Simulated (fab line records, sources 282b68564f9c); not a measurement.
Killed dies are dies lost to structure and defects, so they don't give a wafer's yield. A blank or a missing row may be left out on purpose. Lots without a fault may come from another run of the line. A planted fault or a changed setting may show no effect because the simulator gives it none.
Which tool did it? | flow rit_cmos | 14 lots, 42 wafers sampled, at 5 steps of a route of 202

WHAT THE GAUGES READ, wafer by wafer
RIT_FOX2_THK_MEAS_01. Usual: FOX2_OXIDE_THK 352 nm, standard deviation 4.8.
lot  | measured    | on            | FOX2_OXIDE_THK (nm) | flag
L640 | day 1 18:49 | film_metro-04 | 353 357 352         |
L641 | day 2 01:13 | film_metro-04 | 350 351 354         |
L642 | day 2 07:50 | film_metro-04 | 344 351 352         |
L644 | day 2 16:41 | film_metro-03 | 360 361 360         |
L646 | day 3 02:50 | film_metro-04 | 352 352 355         |
L647 | day 3 06:47 | film_metro-01 | 349 353 352         |
L648 | day 3 11:04 | film_metro-03 | 349 353 353         |
L649 | day 3 17:25 | film_metro-03 | 342 345 343         |
L650 | day 3 20:58 | film_metro-01 | 350 347 348         |
L652 | day 4 07:52 | film_metro-04 | 345 339 352         |
L658 | day 5 15:42 | film_metro-04 | 347 349 351         |
L660 | day 6 00:04 | film_metro-04 | 356 353 355         |
L662 | day 6 10:26 | film_metro-01 | 347 345 346         |
L663 | day 6 15:59 | film_metro-04 | 363 359 358         |

RIT_FOX2_THK_MEAS_91. Usual: FIELD_OXIDE_LEFT_2_THK 257 nm, standard deviation 5.1.
lot  | measured    | on            | FIELD_OXIDE_LEFT_2_THK (nm) | flag
L640 | day 2 08:47 | film_metro-04 | 258 261 256                 |
L641 | day 2 14:31 | film_metro-01 | 253 255 258                 |
L642 | day 2 22:34 | film_metro-03 | 249 255 256                 |
L644 | day 3 06:43 | film_metro-04 | 264 265 265                 |
L646 | day 3 16:29 | film_metro-01 | 256 256 258                 |
L647 | day 3 20:35 | film_metro-01 | 254 257 257                 |
L648 | day 4 00:25 | film_metro-04 | 253 257 256                 |
L649 | day 4 06:39 | film_metro-03 | 246 249 247                 |
L650 | day 4 10:22 | film_metro-03 | 254 250 253                 |
L652 | day 4 21:46 | film_metro-01 | 251 244 257                 |
L658 | day 6 06:11 | film_metro-04 | 253 255 257                 |
L660 | day 6 13:34 | film_metro-01 | 260 257 260                 |
L662 | day 7 00:20 | film_metro-04 | 250 248 250                 |
L663 | day 7 06:35 | film_metro-04 | 267 263 262                 |

RIT_GATE_THK_MEAS_09. Usual: GATE_POLY_THK 250.8 nm, standard deviation 2.8.
lot  | measured    | on            | GATE_POLY_THK (nm) | flag
L640 | day 2 13:50 | film_metro-03 | 249.3 251.3 251.2  |
L641 | day 2 17:43 | film_metro-01 | 251.4 251.6 252.3  |
L642 | day 3 01:38 | film_metro-01 | 253.7 253.0 252.6  |
L644 | day 3 09:47 | film_metro-01 | 250.6 251.0 251.0  |
L646 | day 3 19:49 | film_metro-01 | 251.5 252.7 252.9  |
L647 | day 3 23:39 | film_metro-04 | 244.4 247.0 248.5  |
L648 | day 4 05:20 | film_metro-03 | 248.7 249.1 251.5  |
L649 | day 4 11:41 | film_metro-04 | 264.3 264.6 263.9  | OFF
L650 | day 4 14:48 | film_metro-04 | 267.3 266.1 265.1  | OFF
L652 | day 5 00:50 | film_metro-03 | 248.0 247.2 247.7  |
L658 | day 6 09:15 | film_metro-01 | 253.2 253.8 252.5  |
L660 | day 6 17:56 | film_metro-01 | 248.7 249.5 248.8  |
L662 | day 7 04:31 | film_metro-04 | 253.6 254.8 251.5  |
L663 | day 7 12:32 | film_metro-04 | 254.6 256.0 257.2  |

WHICH TOOL RAN EACH LOT (tool, then ch and the chambers of the sampled wafers, then the start)
lot  | RIT_PRETRO_STRIP_09                 | RIT_GATE_CVD_08
L640 | plasma_asher-02 ch 0,1, day 2 08:05 | lpcvd-02 ch 1, day 2 12:13
L641 | plasma_asher-04 ch 0,1, day 2 13:53 | lpcvd-01 ch 1, day 2 16:05
L642 | plasma_asher-03 ch 0,1, day 2 21:54 | lpcvd-02 ch 0, day 3 00:01
L644 | plasma_asher-03 ch 0,1, day 3 06:03 | lpcvd-02 ch 0, day 3 08:10
L646 | plasma_asher-03 ch 0,1, day 3 15:49 | lpcvd-02 ch 0, day 3 18:11
L647 | plasma_asher-02 ch 0,1, day 3 19:58 | lpcvd-01 ch 0, day 3 22:01
L648 | plasma_asher-03 ch 0,1, day 3 23:48 | lpcvd-02 ch 1, day 4 02:53
L649 | plasma_asher-02 ch 0,1, day 4 05:59 | lpcvd-02 ch 1, day 4 10:02
L650 | plasma_asher-03 ch 0,1, day 4 09:44 | lpcvd-02 ch 1, day 4 13:09
L652 | plasma_asher-04 ch 0,1, day 4 21:07 | lpcvd-01 ch 1, day 4 23:13
L658 | plasma_asher-04 ch 1, day 6 05:32   | lpcvd-01 ch 1, day 6 07:38
L660 | plasma_asher-04 ch 0,1, day 6 12:56 | lpcvd-01 ch 1, day 6 16:18
L662 | plasma_asher-02 ch 0,1, day 6 23:43 | lpcvd-01 ch 1, day 7 02:52
L663 | plasma_asher-02 ch 0,1, day 7 05:55 | lpcvd-02 ch 0, day 7 10:55
- RIT_PRETRO_STRIP_09: strips in O2, time 180 s.
- RIT_GATE_CVD_08: deposits poly-Si from SiH4, target thk 250 nm, time 2220 s.

WHAT THE TOOLS THEMSELVES READ (means of the sampled wafers that have a number; where no wafer has one, the mark that the record gives instead)
RIT_PRETRO_STRIP_09. Usual: drypump_motor_current_A 5.6 A, standard deviation 0.68.
lot  | tool            | drypump_motor_current_A (A) | flag
L640 | plasma_asher-02 | 5.8                         |
L641 | plasma_asher-04 | 5.7                         |
L642 | plasma_asher-03 | 5.8                         |
L644 | plasma_asher-03 | 5.8                         |
L646 | plasma_asher-03 | 5.4                         |
L647 | plasma_asher-02 | 5.2                         |
L648 | plasma_asher-03 | 5.4                         |
L649 | plasma_asher-02 | 5.8                         |
L650 | plasma_asher-03 | 5.7                         |
L652 | plasma_asher-04 | 5.5                         |
L658 | plasma_asher-04 | 5.2                         |
L660 | plasma_asher-04 | 5.7                         |
L662 | plasma_asher-02 | 5.2                         |
L663 | plasma_asher-02 | 5.8                         |

RIT_GATE_CVD_08. Usual: spike_tc_load_C 632 C, standard deviation 4.9; susceptor_temp_C 609.9 C, standard deviation 0.3.
lot  | tool     | spike_tc_load_C (C) | susceptor_temp_C (C) | flag
L640 | lpcvd-02 | 634                 | 610.4                |
L641 | lpcvd-01 | 637                 | 609.6                |
L642 | lpcvd-02 | 626                 | 609.8                |
L644 | lpcvd-02 | 625                 | 610.0                |
L646 | lpcvd-02 | 626                 | 610.1                |
L647 | lpcvd-01 | 630                 | 609.4                |
L648 | lpcvd-02 | 635                 | 610.0                |
L649 | lpcvd-02 | 635                 | 610.0                |
L650 | lpcvd-02 | 635                 | 610.1                |
L652 | lpcvd-01 | 636                 | 610.0                |
L658 | lpcvd-01 | 636                 | 609.6                |
L660 | lpcvd-01 | 637                 | 609.8                |
L662 | lpcvd-01 | 637                 | 610.2                |
L663 | lpcvd-02 | 625                 | 610.0                |

THE ANSWER, worked out from the rows above alone
Rule: a lot is off if the mean of its wafers that have a number lies more than 3 standard deviations from the usual mean. A lot without any number at a reading at which 4 lots or more have one is off too. The other lots that the step has rows for count as sound. The gauges are gone through in route order, then the tools' own readings, and for those a lot's mean is taken as printed above. The first step at which some lot is off is used, and at that step the reading that is off furthest; a lot without a number counts as furthest.
Off: L649, L650, at RIT_GATE_THK_MEAS_09 (GATE_POLY_THK).
A tool fits if, at a process step before that reading, it ran every lot that is off, and no sound lot after the first of them. The gauges at RIT_GATE_THK_MEAS_09 are tried like those tools. None of those tried fits.

WHAT THE SIMULATOR HAD PUT IN
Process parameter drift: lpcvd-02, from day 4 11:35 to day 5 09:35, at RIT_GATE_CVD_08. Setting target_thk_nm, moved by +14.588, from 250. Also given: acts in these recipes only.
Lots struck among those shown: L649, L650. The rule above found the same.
